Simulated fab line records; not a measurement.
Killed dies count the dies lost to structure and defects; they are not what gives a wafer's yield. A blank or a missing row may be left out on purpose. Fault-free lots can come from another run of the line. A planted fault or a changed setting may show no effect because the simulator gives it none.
A sampling plan put to the test	flow rit-cmos	37 faults told of in these records, all on one fab line, each judged by the records of the lots it struck
The plan is the line's own looks: the steps of the route at which a gauge or an inspection reads the wafer and doesn't change it. A look is open to judgement when struck wafers have a number at it and the file gives its usual mean and standard deviation on fault-free wafers. Caught: 4 or more of those standard deviations (sigma) separate the usual mean from the mean of the struck wafers at a look after the fault's first step. On the tool: the test repeated on the tool's own readings taken at the fault's steps. A different recipe on the struck wafers counts as caught too, as does a record blank only for those wafers.

## THE FAULTS, as the simulator had put them in
1. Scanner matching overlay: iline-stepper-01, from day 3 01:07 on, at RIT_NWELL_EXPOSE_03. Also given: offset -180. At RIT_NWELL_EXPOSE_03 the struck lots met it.
2. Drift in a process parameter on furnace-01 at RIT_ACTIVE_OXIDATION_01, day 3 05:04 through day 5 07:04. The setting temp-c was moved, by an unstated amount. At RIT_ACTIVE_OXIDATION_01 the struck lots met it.
3. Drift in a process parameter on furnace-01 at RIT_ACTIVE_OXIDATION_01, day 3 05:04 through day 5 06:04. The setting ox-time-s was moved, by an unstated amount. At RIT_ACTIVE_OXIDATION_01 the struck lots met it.
4. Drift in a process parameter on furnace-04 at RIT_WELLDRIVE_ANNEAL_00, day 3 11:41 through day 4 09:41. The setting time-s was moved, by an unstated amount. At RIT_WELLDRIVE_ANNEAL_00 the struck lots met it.
5. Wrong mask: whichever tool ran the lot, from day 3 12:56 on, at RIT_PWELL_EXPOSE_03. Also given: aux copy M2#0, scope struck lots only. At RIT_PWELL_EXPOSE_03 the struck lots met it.
6. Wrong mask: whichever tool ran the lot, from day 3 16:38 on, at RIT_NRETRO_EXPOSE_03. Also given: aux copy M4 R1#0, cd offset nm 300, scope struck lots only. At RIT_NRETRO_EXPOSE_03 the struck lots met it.
7. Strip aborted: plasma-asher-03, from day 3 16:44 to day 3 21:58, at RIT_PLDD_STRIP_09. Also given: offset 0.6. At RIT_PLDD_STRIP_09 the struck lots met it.
8. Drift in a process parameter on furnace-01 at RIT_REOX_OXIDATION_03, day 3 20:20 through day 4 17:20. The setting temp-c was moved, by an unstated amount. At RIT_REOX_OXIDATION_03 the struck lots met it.
9. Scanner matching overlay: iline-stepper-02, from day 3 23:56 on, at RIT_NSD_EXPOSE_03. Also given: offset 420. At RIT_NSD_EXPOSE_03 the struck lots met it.
10. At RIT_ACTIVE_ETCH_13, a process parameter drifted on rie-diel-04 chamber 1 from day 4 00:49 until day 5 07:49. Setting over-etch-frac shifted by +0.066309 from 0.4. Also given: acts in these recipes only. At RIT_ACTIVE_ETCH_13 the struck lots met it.
11. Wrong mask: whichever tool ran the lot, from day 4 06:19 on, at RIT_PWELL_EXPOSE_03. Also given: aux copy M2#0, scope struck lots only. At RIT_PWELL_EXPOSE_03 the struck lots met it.
12. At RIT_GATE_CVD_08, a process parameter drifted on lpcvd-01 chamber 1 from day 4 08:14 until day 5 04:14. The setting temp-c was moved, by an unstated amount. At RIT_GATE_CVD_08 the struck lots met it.
13. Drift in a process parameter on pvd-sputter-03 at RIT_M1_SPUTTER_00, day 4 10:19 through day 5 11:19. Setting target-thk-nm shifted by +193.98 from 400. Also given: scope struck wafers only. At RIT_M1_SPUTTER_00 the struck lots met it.
14. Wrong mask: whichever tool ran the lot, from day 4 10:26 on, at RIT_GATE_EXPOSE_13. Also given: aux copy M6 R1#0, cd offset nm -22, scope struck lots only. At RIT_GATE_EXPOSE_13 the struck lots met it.
15. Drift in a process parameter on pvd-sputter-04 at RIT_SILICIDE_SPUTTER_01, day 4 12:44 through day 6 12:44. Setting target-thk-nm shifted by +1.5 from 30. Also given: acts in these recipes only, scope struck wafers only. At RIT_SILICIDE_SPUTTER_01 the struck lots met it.
16. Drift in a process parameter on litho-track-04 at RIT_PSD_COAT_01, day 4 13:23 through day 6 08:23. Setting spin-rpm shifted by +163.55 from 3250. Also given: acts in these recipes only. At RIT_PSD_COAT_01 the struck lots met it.
17. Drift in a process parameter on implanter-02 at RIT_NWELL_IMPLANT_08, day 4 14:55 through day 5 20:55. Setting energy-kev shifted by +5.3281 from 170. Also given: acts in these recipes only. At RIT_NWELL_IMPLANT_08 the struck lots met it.
18. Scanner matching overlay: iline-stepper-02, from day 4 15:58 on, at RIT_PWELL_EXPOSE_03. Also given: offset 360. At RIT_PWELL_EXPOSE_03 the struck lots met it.
19. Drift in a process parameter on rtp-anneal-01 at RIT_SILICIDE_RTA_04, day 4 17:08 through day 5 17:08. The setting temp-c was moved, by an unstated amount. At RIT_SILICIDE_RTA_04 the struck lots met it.
20. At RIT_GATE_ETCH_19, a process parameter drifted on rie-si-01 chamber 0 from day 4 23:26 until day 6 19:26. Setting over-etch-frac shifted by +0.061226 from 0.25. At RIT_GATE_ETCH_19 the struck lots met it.
21. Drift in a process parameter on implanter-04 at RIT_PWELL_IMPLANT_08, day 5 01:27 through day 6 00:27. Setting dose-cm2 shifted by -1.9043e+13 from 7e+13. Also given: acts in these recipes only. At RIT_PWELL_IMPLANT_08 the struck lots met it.
22. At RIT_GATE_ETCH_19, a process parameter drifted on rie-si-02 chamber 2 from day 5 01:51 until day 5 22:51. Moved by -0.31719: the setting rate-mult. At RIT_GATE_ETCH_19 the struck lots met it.
23. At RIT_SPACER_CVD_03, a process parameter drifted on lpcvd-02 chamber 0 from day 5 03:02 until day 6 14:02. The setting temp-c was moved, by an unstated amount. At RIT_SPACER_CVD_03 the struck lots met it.
24. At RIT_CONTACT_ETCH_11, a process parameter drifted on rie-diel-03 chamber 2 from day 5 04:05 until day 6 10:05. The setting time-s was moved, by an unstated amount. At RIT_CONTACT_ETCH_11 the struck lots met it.
25. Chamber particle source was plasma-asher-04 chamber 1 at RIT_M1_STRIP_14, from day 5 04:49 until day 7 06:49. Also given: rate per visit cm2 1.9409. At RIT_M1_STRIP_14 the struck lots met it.
26. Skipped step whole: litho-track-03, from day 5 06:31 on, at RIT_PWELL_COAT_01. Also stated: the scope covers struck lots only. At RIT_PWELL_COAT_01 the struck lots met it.
27. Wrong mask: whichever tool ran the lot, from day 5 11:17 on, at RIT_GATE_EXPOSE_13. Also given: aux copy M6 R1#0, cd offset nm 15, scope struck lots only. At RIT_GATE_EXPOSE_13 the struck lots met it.
28. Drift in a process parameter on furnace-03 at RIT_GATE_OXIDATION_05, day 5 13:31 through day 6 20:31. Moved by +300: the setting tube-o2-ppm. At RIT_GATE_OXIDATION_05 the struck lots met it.
29. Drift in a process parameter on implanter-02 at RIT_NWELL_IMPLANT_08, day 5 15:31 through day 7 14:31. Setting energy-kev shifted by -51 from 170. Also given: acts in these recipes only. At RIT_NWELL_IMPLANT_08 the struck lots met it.
30. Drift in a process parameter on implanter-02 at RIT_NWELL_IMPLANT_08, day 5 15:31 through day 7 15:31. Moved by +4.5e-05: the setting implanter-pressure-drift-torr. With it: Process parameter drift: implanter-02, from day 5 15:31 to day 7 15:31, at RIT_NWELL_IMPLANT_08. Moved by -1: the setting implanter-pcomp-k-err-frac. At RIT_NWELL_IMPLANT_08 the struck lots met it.
31. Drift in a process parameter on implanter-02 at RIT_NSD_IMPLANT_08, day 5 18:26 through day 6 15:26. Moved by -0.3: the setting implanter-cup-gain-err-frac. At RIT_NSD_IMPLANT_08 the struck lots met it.
32. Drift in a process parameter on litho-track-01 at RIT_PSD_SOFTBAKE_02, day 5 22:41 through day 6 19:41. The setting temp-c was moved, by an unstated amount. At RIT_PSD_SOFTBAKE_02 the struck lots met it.
33. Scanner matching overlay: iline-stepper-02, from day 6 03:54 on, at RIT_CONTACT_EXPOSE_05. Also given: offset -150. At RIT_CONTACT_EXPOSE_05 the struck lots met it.
34. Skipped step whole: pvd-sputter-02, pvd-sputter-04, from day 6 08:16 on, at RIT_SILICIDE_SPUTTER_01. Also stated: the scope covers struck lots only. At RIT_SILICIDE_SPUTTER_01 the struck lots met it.
35. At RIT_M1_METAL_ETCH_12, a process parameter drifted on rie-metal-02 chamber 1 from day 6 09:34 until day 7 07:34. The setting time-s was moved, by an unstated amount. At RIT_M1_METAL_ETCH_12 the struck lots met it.
36. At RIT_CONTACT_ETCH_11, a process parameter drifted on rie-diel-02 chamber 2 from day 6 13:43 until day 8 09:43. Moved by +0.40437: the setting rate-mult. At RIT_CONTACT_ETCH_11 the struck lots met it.
37. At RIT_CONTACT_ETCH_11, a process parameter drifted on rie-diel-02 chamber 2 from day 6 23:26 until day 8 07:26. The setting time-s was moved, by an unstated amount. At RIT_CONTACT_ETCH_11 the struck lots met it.

## WHAT THE PLAN SAW
fault	on the tool itself	first look that catches it	reading, sigma	median hours from its first step to that look	hours from the fault's start to the first struck lot there	judged looks passed uncaught
1	under 2 sigma	RIT_NWELL_OVL_MEAS_06	NWELL_OVL -99 or beyond	0.4	3	0
2	tube-center-temp-C -99 or beyond sigma	RIT_ACTIVE_THK_MEAS_02	ACTIVE_OXIDE_THK -6.7	1.9	5	0
3	under 2 sigma	RIT_ACTIVE_THK_MEAS_02	ACTIVE_OXIDE_THK +17	1.9	5	0
4	run-length-s -99 or beyond sigma	RIT_WELLDRIVE_RS_MEAS_01	NWELL_RS +25	5.1	9	0
5	no reading that can be judged	RIT_PWELL_TW_MEAS_10	PWELL_TW -84	1.2	3	0
6	under 2 sigma	no look after it can be judged	-	-	-	0
7	run-length-s -99 or beyond sigma	no look after it can be judged	-	-	-	0
8	tube-center-temp-C +99 or beyond sigma	RIT_REOX_THK_MEAS_04	REOX_OXIDE_THK +15	2.6	7	0
9	no reading that can be judged	RIT_NSD_OVL_MEAS_06	NSD_OVL +99 or beyond	0.4	2	0
10	under 2 sigma	none of the 4 looks that can be judged after it	-	-	-	4
11	no reading that can be judged	RIT_PWELL_TW_MEAS_10	PWELL_TW -84	1.0	5	0
12	susceptor-temp-C +45 sigma	RIT_GATE_THK_MEAS_09	GATE_POLY_THK +46	1.6	6	0
13	under 2 sigma	RIT_M1_RS_MEAS_01	M1_AL_RS -42	0.3	5	0
14	under 2 sigma	RIT_GATE_CD_MEAS_16	cd-nm -10	0.4	5	0
15	under 2 sigma	RIT_SILICIDE_RS_MEAS_02	SILICIDE_TI_RS -5.3	0.2	21	0
16	spin-speed-rpm +77 sigma	not the one look that can be judged after it	-	-	-	1
17	beam-energy-keV +91 sigma	no look after it can be judged	-	-	-	0
18	under 2 sigma	RIT_PWELL_OVL_MEAS_06	PWELL_OVL +99 or beyond	0.4	1	0
19	wafer_temp_C_max -7.4 sigma	no look after it can be judged	-	-	-	0
20	under 2 sigma	no look after it can be judged	-	-	-	0
21	dose-ions-cm2 -99 or beyond sigma	RIT_PWELL_TW_MEAS_10	PWELL_TW -7.4	0.3	4	0
22	oes-product-au -7.2 sigma	no look after it can be judged	-	-	-	0
23	spike-tc-centre-C +17 sigma	RIT_SPACER_THK_MEAS_04	SPACER_NITRIDE_THK +42	1.9	28	0
24	run-length-s +99 or beyond sigma	no look after it can be judged	-	-	-	0
25	under 2 sigma	no look after it can be judged	-	-	-	0
26	the tool's record is blank for the struck wafers	not the one look that can be judged after it	-	-	-	1
27	no reading that can be judged	RIT_GATE_CD_MEAS_16	cd-nm +5.7	0.4	4	0
28	under 2 sigma	RIT_GATE_THK_MEAS_07	GATE_OXIDE_THK +4.8	2.3	11	0
29	beam-energy-keV -99 or beyond sigma	RIT_NWELL_TW_MEAS_10	NWELL_TW -5.6	0.3	7	0
30	end-station-pressure-torr +99 or beyond sigma	RIT_WELLDRIVE_RS_MEAS_01	NWELL_RS -16	7.5	14	1
31	beam-on-s +22 sigma	RIT_NSD_TW_MEAS_10	NSD_TW +6.6	0.3	2	0
32	heater-power-total-W +23 sigma	not the one look that can be judged after it	-	-	-	1
33	no reading that can be judged	RIT_CONTACT_OVL_MEAS_09	CONTACT_OVL -99 or beyond	0.6	3	0
34	the tool's record is blank for the struck wafers	no look after it can be judged	-	-	-	0
35	run-length-s -12 sigma	no look after it can be judged	-	-	-	0
36	under 2 sigma	no look after it can be judged	-	-	-	0
37	run-length-s +99 or beyond sigma	no look after it can be judged	-	-	-	0
A dash: the fault is not caught, or the number is missing from these records.

Caught at a look: 21 of 37. Caught on the tool: 20 of 37. By one or the other: 32 of 37.
Caught on the tool alone: faults 7, 16, 17, 19, 22, 24, 26, 32, 34, 35, 37.
Caught at a look alone: faults 1, 3, 5, 9, 11, 13, 14, 15, 18, 27, 28, 33.
Caught by neither: faults 6, 10, 20, 25, 36.

## THINNER SAMPLING
In the worst case, this is how late the first struck lot would be measured if the look that catches a fault measured only every second or every third lot, by lot number:
fault	struck lots at that look, in order of time	every lot	every second lot	every third lot
1	L101, L104, L107	3 h	21 h	may miss all 3
2	L152, L154, L157	5 h	30 h	may miss all 3
3	L308, L310, L313	5 h	30 h	may miss all 3
4	L324	9 h	may miss it	may miss it
5	L541	3 h	may miss it	may miss it
8	L707, L708	7 h	13 h	may miss all 2
9	L182, L185, L186, L187	2 h	18 h	30 h
11	L961	5 h	may miss it	may miss it
12	L263, L264	6 h	10 h	may miss all 2
13	L347	5 h	may miss it	may miss it
14	L394	5 h	may miss it	may miss it
15	L714	21 h	may miss it	may miss it
18	L435, L436, L437, L438	1 h	6 h	13 h
21	L363, L366	4 h	17 h	may miss all 2
23	L609	28 h	may miss it	may miss it
27	L726	4 h	may miss it	may miss it
28	L539, L540	11 h	19 h	may miss all 2
29	L452, L453	7 h	10 h	may miss all 2
30	L440, L441	14 h	18 h	may miss all 2
31	L545, L546	2 h	3 h	may miss all 2
33	L236, L240, L241	3 h	26 h	26 h
Hours count from the start of the fault until the first struck lot that is measured. 4 sigma limit: tested on the pooled struck wafers, so a lone lot may be under it. Other struck lots may not be in these records.

## THE LONGEST TIMED WAY FROM STEP TO LOOK
Fault 30: median gap of 7.5 hours between RIT_NWELL_IMPLANT_08 and RIT_WELLDRIVE_RS_MEAS_01. The look between them that can be judged stayed within 4 sigma: RIT_NWELL_TW_MEAS_10.
